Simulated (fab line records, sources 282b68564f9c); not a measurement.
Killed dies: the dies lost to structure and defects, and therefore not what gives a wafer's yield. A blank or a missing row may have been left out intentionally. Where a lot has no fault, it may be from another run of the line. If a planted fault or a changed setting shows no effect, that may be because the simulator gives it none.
One fault through the eyes of 2 desks ; flow ritCmos ; numbers are kept per desk, each desk with only its own; the story behind them comes last

THE METROLOGY DESK
What the gauges read for every lot (on any tool): the sampled wafers with a number, averaged. Marked OUT: a lot whose mean sits more than 4 standard deviations from the usual mean, which makes it out of limits; the brackets give that distance.
Columns: A = NWELL_OVL at RIT_NWELL_OVL_MEAS_06, usual 0.2 nm; B = NWELL_TW at RIT_NWELL_TW_MEAS_10, usual 2146; C = PWELL_OVL at RIT_PWELL_OVL_MEAS_06, usual 0.6 nm
lot;first seen here;A;B;C
L949;day 2 14:41;-1.4;2167;-1.4
L950;day 2 16:08;2.6;2143;-2.0
L960;day 4 13:54;2.0;2141;4.2
L961;day 4 20:07;1.5;2164;-1.3
L965;day 5 15:20;-0.0;2161;-0.7
L967;day 6 02:38;1.1;2132;2.3
L969;day 6 11:49;1.2;2135;1.7
Result from this desk: across the 7 lots, nothing is out of limits.

AT THE TOOL OWNER'S DESK: lithoTrack-02
The tool's own readings at RIT_PWELL_HARDBAKE_07 (time 120 s): means of the sampled wafers that have a number, for each lot that ran on this tool. Marked OUT: a lot whose mean sits more than 4 standard deviations from the usual mean, which makes it out of limits; the brackets give that distance.
Columns: A = heaterPowerTotalW at RIT_PWELL_HARDBAKE_07, usual 52.03 W; B = plateTempC at RIT_PWELL_HARDBAKE_07, usual 139.95 C
lot;first seen here;A;B
L960;day 4 15:47;50.21 (-28) OUT;136.05 (-26) OUT
L961;day 4 21:59;50.13 (-30) OUT;136.14 (-25) OUT
L965;day 5 17:05;50.23 (-28) OUT;135.95 (-27) OUT
Finding of this desk: L960, L961, L965 out of limits; the first was L960 at day 4 15:47, on heaterPowerTotalW at RIT_PWELL_HARDBAKE_07. In limits: none.

ALL TOGETHER
An alarm could have come from the tool owner's desk at day 4 15:47, on L960, L961, L965.
The metrology desk saw nothing out of limits.
The metrology desk holds a record of L960, L961, L965, inside its limits.
On lithoTrack-02, each named lot ran RIT_PWELL_HARDBAKE_07.

WHAT HAD BEEN PUT IN BY THE SIMULATOR
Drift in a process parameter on lithoTrack-02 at RIT_PWELL_HARDBAKE_07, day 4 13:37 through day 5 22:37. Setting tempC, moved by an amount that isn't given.
Struck lots among those shown: L960, L961, L965.
Each desk's first reading out of limits, in hours after the fault started: the tool owner's desk, 2.
